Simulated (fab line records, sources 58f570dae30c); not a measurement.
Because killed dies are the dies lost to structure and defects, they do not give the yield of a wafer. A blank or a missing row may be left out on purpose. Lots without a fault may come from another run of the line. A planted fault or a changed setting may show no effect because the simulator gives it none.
A lot that was struck, set against a sound lot || flow berkeley-cmos170 || 23 out of 331 route steps
Sound: wafers L131.4, L131.5, L131.6. Struck: wafers L150.1, L150.3, L150.5. The cause comes at the end.
Per side, at each step with rows, come the tool, then ch with its chambers, and then its first start. Under that, the readings that differ: sound wafers || struck wafers || difference of the means || sigmas: that difference in standard deviations of wafers without a fault.
alike: a reading whose means differ by less than 2 such deviations, as well as words and numbers matching on both sides. not compared: withheld readings; readings where some wafer has no value; bounds like >300 that might hide an equal value; numbers whose values overlap and for which the record gives no deviation.
The two part at a step that has a row with sigmas, a row that says differs or no value, or rows on one side only. When numbers do not overlap yet have no deviation, they are printed without sigmas and do not part them. Lack of a reading on every wafer of one side parts them only where that side has two or more wafers.

first, 5 steps without rows for these wafers: UCB170_PSD_COAT_01 (resist thk 900 nm); UCB170_PSD_SOFTBAKE_02 (time 60 s); UCB170_PSD_EXPOSE_03 (exposes mask PSELECT MOD, target cd 1200 nm); UCB170_PSD_PEB_04; UCB170_PSD_DEVELOP_05 (develop time 45 s).
UCB170_PSD_CD_MEAS_06 targets a cd of 1200 nm.
  sound on cd-sem-01 at day 6 17:48; struck on cd-sem-02 at day 10 15:43
  alike: cd-nm
UCB170_PSD_OVL_MEAS_07:
  sound on overlay-02 at day 6 17:52; struck on overlay-02 at day 10 15:50
  alike: PSD_OVL
next, for these wafers, 1 step has no rows: UCB170_PSD_IMPLANT_08.
UCB170_PSD_STRIP_09: strips in O2.
  sound on plasma-asher-03 ch 0,1, day 6 18:05; struck on plasma-asher-03 ch 1, day 10 16:01
{"reading": "drypump-motor-current-A (A)", "sound": "5.4 6.5 5.4", "struck": "6.6 6.6 6.6", "difference": "+0.8", "sigmas": "+2"}
  alike: oes-product-au, strip-time-to-endpoint-s
  not compared: rf-hours-counter-h
UCB170_PSD_TW_MEAS_10:
  sound on film-metro-04 at day 6 18:10; struck on film-metro-03 at day 10 16:07
  alike: PSD_TW
then, 2 steps without rows for these wafers: UCB170_PSD_CLEAN_11 (cleans in SPM, time 600 s); UCB170_NSD_HMDS_00 (prime time 60 s).
UCB170_NSD_COAT_01: resist thk 900 nm.
  sound on litho-track-03 ch 0, day 6 18:48; struck on litho-track-02 ch 0, day 10 16:49
{"reading": "spin-speed-rpm (rpm)", "sound": "1499.9 1499.7 1501.1", "struck": "1446.6 1447.8 1444.7", "difference": -53.9, "sigmas": -45}
{"reading": "model.KrF_of_NSD_COAT_01.thk-nm (nm)", "sound": "902.8 903.2 900.3", "struck": "913.8 914.4 913.6", "difference": "+11.8", "sigmas": ""}
then, 3 steps without rows for these wafers: UCB170_NSD_SOFTBAKE_02 (time 60 s); UCB170_NSD_EXPOSE_03 (exposes mask NSELECT MOD, target cd 1200 nm); UCB170_NSD_PEB_04.
UCB170_NSD_DEVELOP_05: develop time 45 s.
  sound on litho-track-02 ch 0; struck on litho-track-02 ch 0
{"reading": "model.KrF_of_NSD_COAT_01.thk-nm (nm)", "sound": "888.6 889 886.1", "struck": "899.6 900.2 899.4", "difference": "+11.8", "sigmas": ""}
UCB170_NSD_CD_MEAS_06 targets a cd of 1200 nm.
  sound on cd-sem-01 at day 6 19:37; struck on cd-sem-02 at day 10 17:57
  alike: cd-nm
UCB170_NSD_OVL_MEAS_07:
  sound on overlay-02 at day 6 19:41; struck on overlay-01 at day 10 18:04
  alike: NSD_OVL
next, for these wafers, 1 step has no rows: UCB170_NSD_IMPLANT_08.
UCB170_NSD_STRIP_09: strips in O2.
  sound on plasma-asher-01 ch 0,1, day 6 19:53; struck on plasma-asher-04 ch 0,1, day 10 18:16
{"reading": "strip-time-to-endpoint-s (s)", "sound": "35.93 35.88 35.82", "struck": "36.11 36.12 36.14", "difference": "+0.25", "sigmas": "+3"}
  alike: drypump-motor-current-A, oes-product-au
  not compared: rf-hours-counter-h
UCB170_NSD_TW_MEAS_10:
  sound on film-metro-02 at day 6 19:59; struck on film-metro-04 at day 10 18:22
  alike: NSD_TW
UCB170_M3_PROBE_99:
  rows exist in the record for the sound wafers here (prober-02, day 8 04:22), none for the struck ones

WHERE THEY PART
Last at UCB170_M3_PROBE_99 as far as this record goes, first at UCB170_PSD_STRIP_09.

WHY: what the simulator had put in
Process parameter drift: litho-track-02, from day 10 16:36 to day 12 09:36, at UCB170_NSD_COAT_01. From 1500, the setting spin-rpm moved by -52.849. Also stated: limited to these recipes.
